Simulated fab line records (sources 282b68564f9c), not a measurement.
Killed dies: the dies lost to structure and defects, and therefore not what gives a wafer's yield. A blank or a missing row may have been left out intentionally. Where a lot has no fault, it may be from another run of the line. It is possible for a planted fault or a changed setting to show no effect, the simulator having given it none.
2 desks looking at one fault :: flow rit_cmos :: each desk has only its own numbers; what lay behind them comes last

== TOOL OWNER'S DESK, implanter-02 ==
The tool's own readings at RIT_NWELL_IMPLANT_08: means of the sampled wafers that have a number, for each lot that ran on this tool. A lot is out of limits, marked OUT, if its mean lies more than 4 standard deviations from the usual mean; the brackets give that distance.
Columns: A = beam_energy_keV at RIT_NWELL_IMPLANT_08, usual 170.00; B = dose_ions_cm2 at RIT_NWELL_IMPLANT_08, usual 5e+13
lot: L177
first seen here: day 2 01:02
A: 169.94
B: 5e+13

lot: L180
first seen here: day 2 13:49
A: 170.00
B: 5e+13

lot: L182
first seen here: day 3 01:40
A: 170.02
B: 5e+13

lot: L185
first seen here: day 3 16:44
A: 170.00
B: 5e+13

lot: L187
first seen here: day 4 00:40
A: 170.06
B: 5e+13 (-37) OUT

lot: L189
first seen here: day 4 12:19
A: 170.00
B: 5e+13 (-39) OUT

lot: L190
first seen here: day 4 14:25
A: 169.96
B: 5e+13 (-38) OUT

lot: L200
first seen here: day 7 01:16
A: 170.03
B: 5e+13
This desk's verdict: out of limits on L187, L189, L190, starting with L187 at day 4 00:40 (dose_ions_cm2 at RIT_NWELL_IMPLANT_08). L177, L180, L182, L185, L200 stayed within limits.

== THE METROLOGY DESK ==
What the gauges read, lot by lot, whatever tool the lot ran on: means of the sampled wafers that have a number. A lot is out of limits, marked OUT, if its mean lies more than 4 standard deviations from the usual mean; the brackets give that distance.
Columns: A = NWELL_RS at RIT_WELLDRIVE_RS_MEAS_01, usual 275.5 ohm/sq
lot: L177
first seen here: day 2 09:04
A: 274.8

lot: L179
first seen here: day 2 20:40
A: 275.1

lot: L180
first seen here: day 2 21:31
A: 275.8

lot: L182
first seen here: day 3 10:13
A: 276.4

lot: L184
first seen here: day 3 17:16
A: 275.8

lot: L185
first seen here: day 4 00:08
A: 275.5

lot: L187
first seen here: day 4 07:52
A: 281.7 (+9.4) OUT

lot: L189
first seen here: day 4 20:54
A: 282.2 (+10) OUT

lot: L190
first seen here: day 4 21:26
A: 283.5 (+12) OUT

lot: L191
first seen here: day 5 05:05
A: 275.3

lot: L192
first seen here: day 5 10:28
A: 274.9

lot: L195
first seen here: day 6 07:52
A: 275.1

lot: L197
first seen here: day 6 19:18
A: 275.5

lot: L199
first seen here: day 7 00:52
A: 274.5

lot: L200
first seen here: day 7 08:30
A: 276.4
This desk finds L187, L189, L190 out of limits, with the earliest case on L187 at day 4 07:52 (NWELL_RS at RIT_WELLDRIVE_RS_MEAS_01). L177, L179, L180, L182, L184, L185, L191, L192, L195, L197, L199, L200 stayed within limits.

== TAKEN TOGETHER ==
The tool owner's desk had the chance to raise an alarm at day 4 00:40 on L187, L189, L190.
An alarm was possible from the metrology desk at day 4 07:52, on L187, L189, L190.
On implanter-02, each named lot ran RIT_NWELL_IMPLANT_08.

== WHAT HAD BEEN PUT IN BY THE SIMULATOR ==
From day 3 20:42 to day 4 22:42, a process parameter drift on implanter-02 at RIT_NWELL_IMPLANT_08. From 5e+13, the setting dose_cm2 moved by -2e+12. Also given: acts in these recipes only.
Lots struck among those shown: L187, L189, L190.
Time in hours from fault onset to the first out-of-limits reading at each desk: tool owner's desk 4, metrology desk 11.
